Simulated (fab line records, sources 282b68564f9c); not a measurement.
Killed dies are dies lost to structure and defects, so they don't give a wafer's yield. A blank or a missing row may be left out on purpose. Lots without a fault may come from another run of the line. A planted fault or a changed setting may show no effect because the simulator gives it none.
Tool commonality check | flow rit_cmos | 15 lots, 45 wafers sampled

WHY IT WAS OPENED
At RIT_GATE_THK_MEAS_09 the reading GATE_POLY_THK is flagged on 3 of 15 lots. Wafers without a fault read 248.0 nm, standard deviation 2.2.
Rule: a lot is flagged when every wafer of it that has a number lies more than 4 standard deviations from that mean, or none has a number. The other lots count as sound.

lot  | measured    | on            | GATE_POLY_THK (nm), wafer by wafer | flag
L779 | day 2 11:47 | film_metro-04 | 247.6 246.4 249.1                  |
L781 | day 2 22:23 | film_metro-04 | 250.5 251.9 251.6                  |
L782 | day 3 02:53 | film_metro-04 | 247.3 244.9 248.2                  |
L783 | day 3 07:03 | film_metro-02 | 249.1 248.2 247.9                  |
L784 | day 3 13:29 | film_metro-03 | 248.0 244.8 244.4                  |
L787 | day 4 04:28 | film_metro-04 | 251.3 250.8 252.3                  |
L788 | day 4 08:25 | film_metro-02 | 244.7 247.4 246.8                  |
L789 | day 4 14:04 | film_metro-04 | 249.4 250.0 250.5                  |
L790 | day 4 17:44 | film_metro-04 | 187.2 190.0 185.1                  | FLAGGED
L791 | day 5 01:41 | film_metro-04 | 185.3 187.7 184.4                  | FLAGGED
L792 | day 5 08:13 | film_metro-02 | 184.6 184.5 183.2                  | FLAGGED
L795 | day 5 20:58 | film_metro-02 | 252.1 247.2 250.3                  |
L797 | day 6 05:09 | film_metro-02 | 247.7 246.5 245.8                  |
L800 | day 7 00:52 | film_metro-02 | 247.2 247.2 245.1                  |
L801 | day 7 02:28 | film_metro-03 | 244.6 245.9 245.7                  |
The numbers of the flagged lots are 185.8 nm on average: -62.2 nm against the usual, or -28 standard deviations.

WHICH TOOL RAN EACH LOT
The record holds 1 process step before the reading, out of a route of 202 steps. In each cell: the tool, then ch and the chambers that the sampled wafers went through, then the start.
lot  | flag    | RIT_GATE_CVD_08
L779 |         | lpcvd-01 ch 1, day 2 10:09
L781 |         | lpcvd-01 ch 0, day 2 20:45
L782 |         | lpcvd-01 ch 1, day 3 01:17
L783 |         | lpcvd-02 ch 1, day 3 05:26
L784 |         | lpcvd-02 ch 1, day 3 11:53
L787 |         | lpcvd-02 ch 1, day 4 02:50
L788 |         | lpcvd-02 ch 1, day 4 06:47
L789 |         | lpcvd-01 ch 0, day 4 11:38
L790 | FLAGGED | lpcvd-02 ch 1, day 4 16:07
L791 | FLAGGED | lpcvd-02 ch 1, day 5 00:04
L792 | FLAGGED | lpcvd-02 ch 0, day 5 06:34
L795 |         | lpcvd-01 ch 1, day 5 19:19
L797 |         | lpcvd-01 ch 0, day 6 03:32
L800 |         | lpcvd-01 ch 1, day 6 23:14
L801 |         | lpcvd-01 ch 0, day 7 00:51
What these steps do:
- RIT_GATE_CVD_08: deposits poly-Si from SiH4, target thk 250 nm, time 2220 s.
- RIT_GATE_THK_MEAS_09

FLAGGED OVER TOTAL, TOOL BY TOOL (the gauges that took the reading come last)
step                 | tool          | lots run | flagged | share of the flagged lots | sound lots run after its first flagged lot
RIT_GATE_CVD_08      | lpcvd-01      | 8        | 0       | none                      | -
RIT_GATE_CVD_08      | lpcvd-02      | 7        | 3       | all                       | 0
RIT_GATE_THK_MEAS_09 | film_metro-02 | 6        | 1       | some                      | 3 (L795,L797,L800)
RIT_GATE_THK_MEAS_09 | film_metro-03 | 2        | 0       | none                      | -
RIT_GATE_THK_MEAS_09 | film_metro-04 | 7        | 2       | some                      | 0

WHAT THE TABLE ALLOWS
1 row of the table ran every flagged lot: lpcvd-02 at RIT_GATE_CVD_08.
- lpcvd-02 at RIT_GATE_CVD_08: 3 of its 7 lots flagged. Its last sound lot is L788 (day 4 06:47), its first flagged lot L790 (day 4 16:07): a fault that began between those two fits.
One tool is left: lpcvd-02 at RIT_GATE_CVD_08.

WHAT THE SIMULATOR HAD PUT IN
Process parameter drift: lpcvd-02, from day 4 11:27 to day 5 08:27, at RIT_GATE_CVD_08. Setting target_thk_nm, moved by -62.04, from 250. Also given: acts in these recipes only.
Lots struck among those shown: L790, L791, L792. The rule above found the same.
